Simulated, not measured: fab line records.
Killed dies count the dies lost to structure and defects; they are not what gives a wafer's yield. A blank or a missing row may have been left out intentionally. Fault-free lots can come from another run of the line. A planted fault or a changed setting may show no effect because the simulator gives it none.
fab line records    flow ritCmos
[record] lots = 14  wafers = 42  lastDay = 7
route steps=202 shown NLDD@106
lots that met no fault: taken from a fault-free run of the same line
startH: the number of hours between the record's first day and the start of the first shown wafer of the lot    waitH: hours elapsed since this lot's preceding step    " repeats the value in the row above    L1.1+2: several wafers, shown together as one row    - no value present, or no start provided    * or withheld: withheld    < > ~ a bound
route shown NAME@n: NAME is a module with steps in the file, n the number in the route of the first one    usual: mean and standard deviation over wafers with no fault    same: alike in all rows    chamber/n: place in a boat    sites: per-site readings    _std_site: standard deviation across them    _edge_site: the outer-site mean with the inner-site mean subtracted    radiusMm: for every site, how far away it sits from the centre of the wafer    mask NAME#n: copy n    behind: the last tool/chamber to shape the wafer    hold: the reason the lot was held/the length of the hold in hours/how it ended    device: names the non-switching transistor (n, p or np)    end of line: tests run on the same wafers once the route is complete    where a step has no rows: the recipe by itself    killed: dies that structure and defects cost at the first sort, which is not the same as the wafer's yield    map: per-die view of a wafer (x killed, . not killed, _ where there is no die)
set.NAME: the setting that was run; set.NAME@STEP: the one run at that earlier step    model.NAME: the simulator's own value behind a step, which no gauge read
a sample of lots followed through the steps of the route, with each step as a table and each wafer as a row
services: the hour from which a tool's chamber was out of use, counted from the record's first day as startH (under 0 if before that day), plus the number of hours and why
[[steps]]
[step RIT_NLDD_EXPOSE_03]
[recipe] maskId = M7  na = 0.57  targetCdNm = 40700  doseMj = 250
[usual] exposureDoseMJCm2 = 249.96/0.26  focusOffsetNm = -0.1/0.47
lot.wafer  tool             chamber  startH  waitH  mask  exposureDoseMJCm2  focusOffsetNm
L325.1     ilineStepper-02  0        47.63   0.1    M7#0  249.92             -0.4
L325.2     "                0        "       "      M7#0  250.11             0.6
L325.5     "                0        "       "      M7#0  249.54             0.1
L327.1     ilineStepper-01  0        58.50   0.1    M7#0  249.75             0.2
L327.4     "                0        "       "      M7#0  249.70             0.6
L327.5     "                0        "       "      M7#0  249.55             -0.4
L328.2     ilineStepper-01  0        61.56   0.1    M7#0  249.98             -0.3
L328.3     "                0        "       "      M7#0  249.89             0.3
L328.6     "                0        "       "      M7#0  249.95             -0.3
L330.3     ilineStepper-01  0        73.09   0.2    M7#0  250.11             0.0
L330.5     "                0        "       "      M7#0  250.13             -0.4
L330.6     "                0        "       "      M7#0  250.18             -0.2
L336.2     ilineStepper-02  -        101.49  0.1    M7#0  -                  -
L336.3     "                -        "       "      M7#0  -                  -
L336.6     "                -        "       "      M7#0  -                  -
L337.2     ilineStepper-02  -        108.88  0.1    M7#0  -                  -
L337.3     "                -        "       "      M7#0  -                  -
L337.4     "                -        "       "      M7#0  -                  -
L338.1     ilineStepper-01  0        111.55  0.2    M7#0  249.66             -0.1
L338.5     "                0        "       "      M7#0  250.00             -0.5
L338.6     "                0        "       "      M7#0  249.80             0.3
L339.1     ilineStepper-02  0        119.25  0.2    M7#0  249.45             -0.1
L339.2     "                0        "       "      M7#0  249.71             0.0
L339.5     "                0        "       "      M7#0  249.85             0.2
L340.2     ilineStepper-02  0        122.37  0.1    M7#0  250.13             -0.1
L340.3     "                0        "       "      M7#0  250.06             0.6
L340.4     "                0        "       "      M7#0  250.36             0.1
L341.1     ilineStepper-01  0        127.41  0.2    M7#0  249.56             0.5
L341.3     "                0        "       "      M7#0  249.78             0.8
L341.4     "                0        "       "      M7#0  250.00             0.5
L343.2     ilineStepper-02  0        135.90  0.2    M7#0  249.42             -1.0
L343.5     "                0        "       "      M7#0  249.53             -0.6
L343.6     "                0        "       "      M7#0  249.66             -0.1
L345.4     ilineStepper-01  0        147.13  0.1    M7#0  249.85             -0.1
L345.5     "                0        "       "      M7#0  249.39             -0.3
L345.6     "                0        "       "      M7#0  249.87             -0.2
L346.1     ilineStepper-02  0        155.76  0.3    M7#0  249.65             0.2
L346.4     "                0        "       "      M7#0  249.85             1.4
L346.5     "                0        "       "      M7#0  249.98             0.6
L347.3     ilineStepper-02  0        156.50  0.1    M7#0  250.25             -0.5
L347.4     "                0        "       "      M7#0  250.24             -0.5
L347.6     "                0        "       "      M7#0  250.11             -0.8
[[services]]
tool             chamber  startH  hours  kind
ilineStepper-02  -        56.60   4.4    pm
ilineStepper-01  -        77.74   21.2   repair
ilineStepper-01  -        113.09  2.1    pm
ilineStepper-01  -        115.17  -      consumableReplace:lamp
ilineStepper-01  0        119.81  -      calibration
ilineStepper-02  -        136.02  1.7    pm
ilineStepper-01  -        154.65  5.5    repair
[[key]]
[firstSign] step = RIT_NLDD_EXPOSE_03  reading = toolRecord  direction = missing
effect none on later readings
metAt RIT_NLDD_EXPOSE_03
struckLots L336,L337
rowsEnd L336.2,L336.3,L336.6
sortLeftOut L337.2,L337.3,L337.4
testerLeftOut L337
onsetBetween 47.63 101.49
[fault] kind = skippedStepWhole  tool = ilineStepper-02  chamber = -  onsetH = 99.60  steps = RIT_NLDD_EXPOSE_03  scope = struckLotsOnly
// testerLeftOut: of these lots the tester's yield and bins aren't shown, on N5 and GAA mostly nor the transistor test; their killed dies are dies lost to structure and defects alone, not to doping, threshold or leakage, so they don't give the yield
// sortLeftOut: the simulated sort isn't trusted on such a fault, so these wafers' sort isn't shown, and their yield isn't known
// rowsEnd: these wafers met a further fault down the route, and their rows from its step on are left out
